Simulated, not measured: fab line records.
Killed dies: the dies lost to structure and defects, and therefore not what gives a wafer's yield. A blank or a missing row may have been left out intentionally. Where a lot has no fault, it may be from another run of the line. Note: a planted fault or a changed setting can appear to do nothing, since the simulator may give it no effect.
A struck lot beside a sound one :: flow rit-cmos :: 20 out of 202 route steps
Sound: these wafers, L763.4, L763.5, L763.6. Wafers struck: L756.3, L756.4, L756.6. The cause comes at the end.
Each step with rows lists, per side, the tool, then ch with its chambers, then its first start. Under that, the readings that differ: sound wafers :: struck wafers :: difference of the means :: sigmas: that difference in standard deviations of wafers without a fault.
alike: readings whose means differ by less than 2 such deviations, and words and numbers that are the same on both sides. not compared: withheld readings, readings that some wafer has no value for, bounds like >300 that may hide the same value, and numbers for which the record gives no deviation and whose values overlap.
Wherever a step has rows on one side only, a row that says differs or no value, or a row with sigmas, the two part there. Numbers that have no deviation but don't overlap get no sigmas and don't part them. Lack of a reading on every wafer of one side parts them only where that side has two or more wafers.

first, 2 steps without rows for these wafers: RIT_NWELL_HARDBAKE_07 (time 120 s); RIT_NWELL_IMPLANT_08.
RIT_NWELL_STRIP_09: strips in O2, time 180 s.
  sound on plasma-asher-04 ch 0,1, day 5 09:53; struck on plasma-asher-04 ch 0,1, day 3 22:49
  alike: drypump-motor-current-A
  not compared: rf-hours-counter-h
RIT_NWELL_TW_MEAS_10:
  sound on film-metro-02 at day 5 10:02; struck on film-metro-03 at day 3 22:57
  alike: NWELL_TW
then, 6 steps without rows for these wafers: RIT_PWELL_HMDS_00 (prime time 60 s); RIT_PWELL_COAT_01 (resist thk 1300 nm); RIT_PWELL_SOFTBAKE_02 (time 60 s); RIT_PWELL_EXPOSE_03 (exposes mask M3, target cd 43700 nm); RIT_PWELL_PEB_04; RIT_PWELL_DEVELOP_05 (develop time 68 s).
RIT_PWELL_OVL_MEAS_06:
  sound on overlay-01 at day 5 11:06; struck on overlay-01 at day 3 23:53
  alike: PWELL_OVL
then, 1 step without rows for these wafers: RIT_PWELL_HARDBAKE_07 (time 120 s).
RIT_PWELL_IMPLANT_08:
  sound on implanter-02 ch 0, day 5 11:27; struck on implanter-04 ch 0, day 4 00:19
reading: dose-ions-cm2
sound: 7.011e+13 7.008e+13 6.996e+13
struck: 6.652e+13 6.65e+13 6.651e+13
difference: -3.540e+12
sigmas: -49

reading: faraday-current-uA
sound: 221 233 228
struck: 208 211 216
difference: -16
sigmas: -4
  alike: beam-on-s
RIT_PWELL_STRIP_09: strips in O2, time 180 s.
  sound on plasma-asher-01 ch 0,1, day 5 11:35; struck on plasma-asher-03 ch 0,1, day 4 00:29
  alike: drypump-motor-current-A
  not compared: rf-hours-counter-h
RIT_PWELL_TW_MEAS_10:
  sound on film-metro-04 at day 5 11:44; struck on film-metro-02 at day 4 00:37
  alike: PWELL_TW
then, 1 step without rows for these wafers: RIT_WELLDRIVE_ANNEAL_00 (time 14700 s).
RIT_WELLDRIVE_RS_MEAS_01: the measuring method here is four-point-probe.
  sound on film-metro-02 at day 5 17:11; struck on film-metro-04 at day 4 07:08
  alike: NWELL_RS
RIT_WELLDRIVE_RS_MEAS_02: the measuring method here is four-point-probe.
  sound on film-metro-02 at day 5 17:18; struck on film-metro-04 at day 4 07:16
reading: PWELL_RS (ohm/sq)
sound: 428.2 429.4 429.7
struck: 442.7 442.9 442.7
difference: +13.7
sigmas: +12
then, 1 step without rows for these wafers: RIT_NRETRO_HMDS_00 (prime time 60 s).
RIT_M1_PROBE_99:
  sound on prober-01 at day 6 23:35; struck on prober-02 at day 5 11:17
reading: model.etest.pwell-pinched.rs-ohm-sq
sound: 453.7 451.3 454.1
struck: 484.3 473.5 477.9
difference: +25.5
sigmas: 

reading: model.etest.pwell.rs-ohm-sq
sound: 410.6 414.6 412.2
struck: 429 426.1 428.8
difference: +16
sigmas: 

reading: model.etest.diode-nplus-pwell.bv-v (V)
sound: 5.923 5.931 5.933
struck: 6.11 6.041 6.058
difference: +0.14
sigmas: 

reading: model.etest.diode-nplus-pwell.cj-ff-um2
sound: 2.08 2.07 2.078
struck: 2.044 2.034 2.039
difference: -0.037
sigmas: 
  alike: killed-at-contacts, killed-at-front-end, killed-dies, killed-on-rim, killed-open, killed-short

WHERE THEY PART
Earliest at RIT_PWELL_IMPLANT_08; latest, in this record, at RIT_WELLDRIVE_RS_MEAS_02. Later steps at which nothing parts them and some readings are alike: RIT_M1_PROBE_99.

WHY: the cause the simulator had injected
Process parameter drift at RIT_PWELL_IMPLANT_08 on implanter-04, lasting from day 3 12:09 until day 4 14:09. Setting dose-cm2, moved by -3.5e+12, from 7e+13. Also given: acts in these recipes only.
